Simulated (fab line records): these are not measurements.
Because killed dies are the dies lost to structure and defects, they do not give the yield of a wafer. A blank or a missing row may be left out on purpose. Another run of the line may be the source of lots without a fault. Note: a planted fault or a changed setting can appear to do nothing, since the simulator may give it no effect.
Which tool was responsible? :: flow rit cmos :: 30 wafers from 10 lots sampled at 3 of the route's 202 steps

WHAT EACH GAUGE READ, for each wafer
RIT_GATE_THK_MEAS_07. Usual: GATE_OXIDE_THK gives 2.99 nm (standard deviation 0.084).
lot: L734
measured: day 2 09:37
on: film metro-04
GATE_OXIDE_THK (nm): 2.93 2.89 2.87
flag: 

lot: L735
measured: day 2 15:49
on: film metro-01
GATE_OXIDE_THK (nm): 3.21 3.15 3.11
flag: 

lot: L743
measured: day 4 08:18
on: film metro-04
GATE_OXIDE_THK (nm): 2.95 2.99 3.02
flag: 

lot: L744
measured: day 4 12:25
on: film metro-03
GATE_OXIDE_THK (nm): 2.91 2.92 2.91
flag: 

lot: L746
measured: day 4 21:02
on: film metro-03
GATE_OXIDE_THK (nm): 3.11 3.10 3.10
flag: 

lot: L747
measured: day 5 03:47
on: film metro-04
GATE_OXIDE_THK (nm): 3.02 3.09 3.11
flag: 

lot: L748
measured: day 5 07:53
on: film metro-04
GATE_OXIDE_THK (nm): 2.93 3.06 2.96
flag: 

lot: L749
measured: day 5 12:23
on: film metro-04
GATE_OXIDE_THK (nm): 2.88 3.03 2.92
flag: 

lot: L755
measured: day 6 18:23
on: film metro-04
GATE_OXIDE_THK (nm): 3.02 2.98 2.98
flag: 

lot: L756
measured: day 7 04:49
on: film metro-03
GATE_OXIDE_THK (nm): 2.98 2.99 3.03
flag: 

RIT_SPACER_THK_MEAS_04. Usual: SPACER_NITRIDE_THK gives 250.1 nm (standard deviation 2.5).
lot: L734
measured: day 2 21:32
on: film metro-01
SPACER_NITRIDE_THK (nm): 250.8 249.4 250.1
flag: 

lot: L735
measured: day 3 03:27
on: film metro-02
SPACER_NITRIDE_THK (nm): 251.0 251.8 250.2
flag: 

lot: L743
measured: day 4 20:04
on: film metro-02
SPACER_NITRIDE_THK (nm): 246.5 247.6 248.1
flag: 

lot: L744
measured: day 5 00:05
on: film metro-04
SPACER_NITRIDE_THK (nm): 420.0 421.0 419.3
flag: OFF

lot: L746
measured: day 5 08:45
on: film metro-04
SPACER_NITRIDE_THK (nm): 247.3 246.5 248.5
flag: 

lot: L747
measured: day 5 16:02
on: film metro-01
SPACER_NITRIDE_THK (nm): 249.7 251.1 247.5
flag: 

lot: L748
measured: day 5 19:37
on: film metro-02
SPACER_NITRIDE_THK (nm): 249.5 247.0 250.4
flag: 

lot: L749
measured: day 6 00:27
on: film metro-01
SPACER_NITRIDE_THK (nm): 249.1 249.1 248.7
flag: 

lot: L755
measured: day 7 06:51
on: film metro-04
SPACER_NITRIDE_THK (nm): 251.2 252.5 249.4
flag: 

lot: L756
measured: day 7 17:23
on: film metro-04
SPACER_NITRIDE_THK (nm): 249.5 247.9 249.5
flag: 

EACH LOT AND THE TOOL THAT RAN IT (in order: tool; ch and the chambers of the sampled wafers; start)
lot: L734
RIT_SPACER_CVD_03: lpcvd-01 ch 0, day 2 19:37

lot: L735
RIT_SPACER_CVD_03: lpcvd-02 ch 0, day 3 01:32

lot: L743
RIT_SPACER_CVD_03: lpcvd-02 ch 1, day 4 18:08

lot: L744
RIT_SPACER_CVD_03: lpcvd-01 ch 0, day 4 22:11

lot: L746
RIT_SPACER_CVD_03: lpcvd-02 ch 0, day 5 06:50

lot: L747
RIT_SPACER_CVD_03: lpcvd-02 ch 0, day 5 14:07

lot: L748
RIT_SPACER_CVD_03: lpcvd-02 ch 1, day 5 17:41

lot: L749
RIT_SPACER_CVD_03: lpcvd-01 ch 1, day 5 22:32

lot: L755
RIT_SPACER_CVD_03: lpcvd-02 ch 1, day 7 04:56

lot: L756
RIT_SPACER_CVD_03: lpcvd-02 ch 0, day 7 15:28
- RIT_SPACER_CVD_03: deposits Si3N4 from SiH2Cl2/NH3, target thk 250 nm, time 3300 s.

WHAT THE TOOLS THEMSELVES READ (means of the sampled wafers that have a number; where no wafer has one, the mark that the record gives instead)
RIT_SPACER_CVD_03. Usual: pressure mtorr 299.9 mTorr, standard deviation 0.58; spike tc centre C 812.5 C, standard deviation 1.2; spike tc load C 832.8 C, standard deviation 2; spike tc source C 833.8 C, standard deviation 1.9; susceptor temp C 810.0 C, standard deviation 0.32; zone power source pct 21.2 %, standard deviation 0.33.
lot: L734
tool: lpcvd-01
pressure mtorr (mTorr): 299.5
spike tc centre C (C): 812.8
spike tc load C (C): 834.1
spike tc source C (C): 836.2
susceptor temp C (C): 810.3
zone power source pct (%): 20.9
flag: 

lot: L735
tool: lpcvd-02
pressure mtorr (mTorr): 299.9
spike tc centre C (C): 811.3
spike tc load C (C): 833.7
spike tc source C (C): 831.1
susceptor temp C (C): 810.1
zone power source pct (%): 20.9
flag: 

lot: L743
tool: lpcvd-02
pressure mtorr (mTorr): 300.4
spike tc centre C (C): 813.0
spike tc load C (C): 830.4
spike tc source C (C): 833.2
susceptor temp C (C): 810.1
zone power source pct (%): 21.7
flag: 

lot: L744
tool: lpcvd-01
pressure mtorr (mTorr): 299.9
spike tc centre C (C): 857.9
spike tc load C (C): 879.8
spike tc source C (C): 881.3
susceptor temp C (C): 854.8
zone power source pct (%): 23.4
flag: OFF

lot: L746
tool: lpcvd-02
pressure mtorr (mTorr): 298.9
spike tc centre C (C): 810.5
spike tc load C (C): 832.7
spike tc source C (C): 830.4
susceptor temp C (C): 809.9
zone power source pct (%): 21.0
flag: 

lot: L747
tool: lpcvd-02
pressure mtorr (mTorr): 299.9
spike tc centre C (C): 811.7
spike tc load C (C): 833.5
spike tc source C (C): 832.3
susceptor temp C (C): 810.4
zone power source pct (%): 20.9
flag: 

lot: L748
tool: lpcvd-02
pressure mtorr (mTorr): 300.4
spike tc centre C (C): 812.7
spike tc load C (C): 830.3
spike tc source C (C): 833.7
susceptor temp C (C): 810.1
zone power source pct (%): 21.5
flag: 

lot: L749
tool: lpcvd-01
pressure mtorr (mTorr): 299.7
spike tc centre C (C): 813.5
spike tc load C (C): 833.2
spike tc source C (C): 833.6
susceptor temp C (C): 810.0
zone power source pct (%): 21.4
flag: 

lot: L755
tool: lpcvd-02
pressure mtorr (mTorr): 300.1
spike tc centre C (C): 812.1
spike tc load C (C): 830.1
spike tc source C (C): 832.5
susceptor temp C (C): 810.2
zone power source pct (%): 21.5
flag: 

lot: L756
tool: lpcvd-02
pressure mtorr (mTorr): 300.2
spike tc centre C (C): 811.2
spike tc load C (C): 831.4
spike tc source C (C): 831.8
susceptor temp C (C): 810.0
zone power source pct (%): 21.2
flag: 

THE ANSWER, worked out from the rows above alone
Rule: a lot is off if the mean of its wafers that have a number lies more than 3 standard deviations from the usual mean. A lot without any number at a reading at which 4 lots or more have one is off too. Any other lot the step has rows for is counted as sound. The gauges are gone through in route order, then the tools' own readings, and for those a lot's mean is taken as printed above. The first step at which some lot is off is used, and at that step the reading that is off furthest; a lot without a number counts as furthest.
Off: L744, at RIT_SPACER_THK_MEAS_04 (SPACER_NITRIDE_THK).
If a tool, at a process step before that reading, ran all the lots that are off and no sound lot after the first of them, it fits. The gauges at RIT_SPACER_THK_MEAS_04 aren't tried: what is off there is off at RIT_SPACER_CVD_03 too, on other tools, and a gauge's error can't cause that. No candidate that was tried fits.

WHAT HAD BEEN PUT IN BY THE SIMULATOR
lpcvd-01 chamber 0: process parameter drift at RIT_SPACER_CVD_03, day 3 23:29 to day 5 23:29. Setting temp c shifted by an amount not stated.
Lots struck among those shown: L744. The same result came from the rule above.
